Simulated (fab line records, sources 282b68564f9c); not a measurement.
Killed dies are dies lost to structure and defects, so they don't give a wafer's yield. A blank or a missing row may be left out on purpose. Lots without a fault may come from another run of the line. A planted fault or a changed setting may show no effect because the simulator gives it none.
Which tool did it? | flow rit_cmos | 7 lots, 21 wafers sampled, at 2 steps of a route of 202

WHAT THE GAUGES READ, wafer by wafer
RIT_SDANNEAL_RS_MEAS_07: measures by four-point-probe.
lot  | measured    | on            | NLDD_RS (ohm/sq)
L910 | day 3 07:04 | film_metro-01 | 151.8 151.7 151.0
L912 | day 3 18:46 | film_metro-03 | 150.8 151.3 151.6
L914 | day 4 05:16 | film_metro-02 | 157.6 158.7 157.5
L916 | day 4 15:36 | film_metro-01 | 157.8 158.0 157.5
L923 | day 6 00:35 | film_metro-02 | 151.1 151.4 151.2
L925 | day 6 12:16 | film_metro-03 | 150.0 150.8 150.3
L930 | day 7 11:16 | film_metro-01 | 152.1 151.3 152.4

WHICH TOOL RAN EACH LOT (tool, then ch and the chambers of the sampled wafers, then the start)
lot  | RIT_NLDD_IMPLANT_08
L910 | implanter-04 ch 0, day 2 22:52
L912 | implanter-01 ch 0, day 3 10:23
L914 | implanter-04 ch 0, day 3 20:22
L916 | implanter-04 ch 0, day 4 04:59
L923 | implanter-01 ch 0, day 5 16:23
L925 | implanter-01 ch 0, day 6 04:02
L930 | implanter-03 ch 0, day 7 03:14
- RIT_NLDD_IMPLANT_08

THE ANSWER, worked out from the rows above alone
Rule: what is usual is taken from the lots themselves. Put in order of their means at a reading, lots are off if they are a third of the lots or fewer, leave a main group of 4 or more, and stand apart from it by a gap of 3 or more times the standard deviation of the main group's means; of several such gaps the widest counts. A main group whose means are all the same, to the digits that the tables above print for the reading, isn't used. A lot without any number at a reading at which 4 lots or more have one is off too. The other lots that the step has rows for count as sound.
Off: L914, L916, at RIT_SDANNEAL_RS_MEAS_07 (NLDD_RS). The main group: mean 151.3 ohm/sq, standard deviation 0.51.
A tool fits if, at a process step before that reading, it ran every lot that is off, and no sound lot after the first of them. The gauges at RIT_SDANNEAL_RS_MEAS_07 are tried like those tools. One fits: implanter-04 at RIT_NLDD_IMPLANT_08. Its last sound lot is L910 (day 2 22:52), its first lot that is off L914 (day 3 20:22): a fault that began between those two fits.

WHAT THE SIMULATOR HAD PUT IN
Process parameter drift: implanter-04, from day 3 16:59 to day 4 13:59, at RIT_NLDD_IMPLANT_08. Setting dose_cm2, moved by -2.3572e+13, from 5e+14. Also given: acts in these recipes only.
Lots struck among those shown: L914, L916. The rule above found the same.
